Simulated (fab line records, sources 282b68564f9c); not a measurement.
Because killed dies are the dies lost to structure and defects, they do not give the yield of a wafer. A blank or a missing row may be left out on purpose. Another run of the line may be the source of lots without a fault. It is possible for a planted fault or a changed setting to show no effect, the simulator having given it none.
Problem report, 8D (eight disciplines) form, completed by code ; flow rit-cmos ; the parts of the form that need people (team, actions taken, sign-off) are left out

## 1. WHAT WENT WRONG
RIT_GATE_CLEAN_04, run-length-s: mean 143.5 s on 3 wafers (1 lot); fault-free wafers 86.6 s, standard deviation 2.9. Measured from the usual mean, that is +20 standard deviations.
The step: cleans in dHF, time 60 s.
First observed at day 4 10:20: wafer L511.1, on wet-bench-02. The record has a number at this step for 39 wafers belonging to 13 lots. The rule behind "out" and "out of limits": a value lying over 4 standard deviations away from the usual mean. The other wafers with a number count as sound.

## 2. WHAT IT IS, WHAT IT ISN'T
question;is;is not
which readings at this step;run-length-s;-
which lots;L511;L502, L503, L504, L505, L506, L516, L517, L518, L520, L523, L524, L525
which wafers of those lots;all that have a number;-
read on which tools;wet-bench-02;wet-bench-03, wet-bench-04
when;from day 4 10:20;"up to then (15 sound wafers); but 21 sound wafers of L516, L517, L518, L520, L523, L524, L525 came after"

## 3. THE SUSPECTS, EACH WITH WHAT RULES IT OUT
Counting: a tool stays on the suspect list if, at a process step up to the reading, it processed all lots that are out and no sound lot following the first of them.
- wet-bench-02 at RIT_GATE_CLEAN_04 (cleans in dHF, time 60 s): ruled out as a lasting fault. Following L511 (day 4 10:20), the first lot on it that is out, the sound lots L524 were run on it.
Left after counting: nothing in the record.

## 4. THE CAUSE (what the simulator had put in)
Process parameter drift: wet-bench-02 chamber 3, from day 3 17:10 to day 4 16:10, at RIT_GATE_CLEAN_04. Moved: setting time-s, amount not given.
Counting ruled it out, wrongly.

## 5. SEQUENCE OF EFFECTS, ordered by route
One row per reading whose mean, taken over the struck wafers that have a number, lies over 3 standard deviations from the usual. Readings are gone through only where the record gives a usual standard deviation; hours: the median, over the lots, of the time from a lot's start at the first step in this table giving one to that lot's start at this step; sigmas: the change measured in usual standard deviations.
hours;step;reading;usual;on struck wafers;change;sigmas
0;RIT_GATE_CLEAN_04;run-length-s;86.6 s;143.5;+56.9;+20
Its process steps:
- RIT_GATE_CLEAN_04: cleans in dHF, time 60 s.

## 6. WHAT WOULD HAVE CAUGHT IT SOONER
17 hours passed between the start of the fault at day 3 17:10 and the first reading out of limits in this record, taken at day 4 10:20.
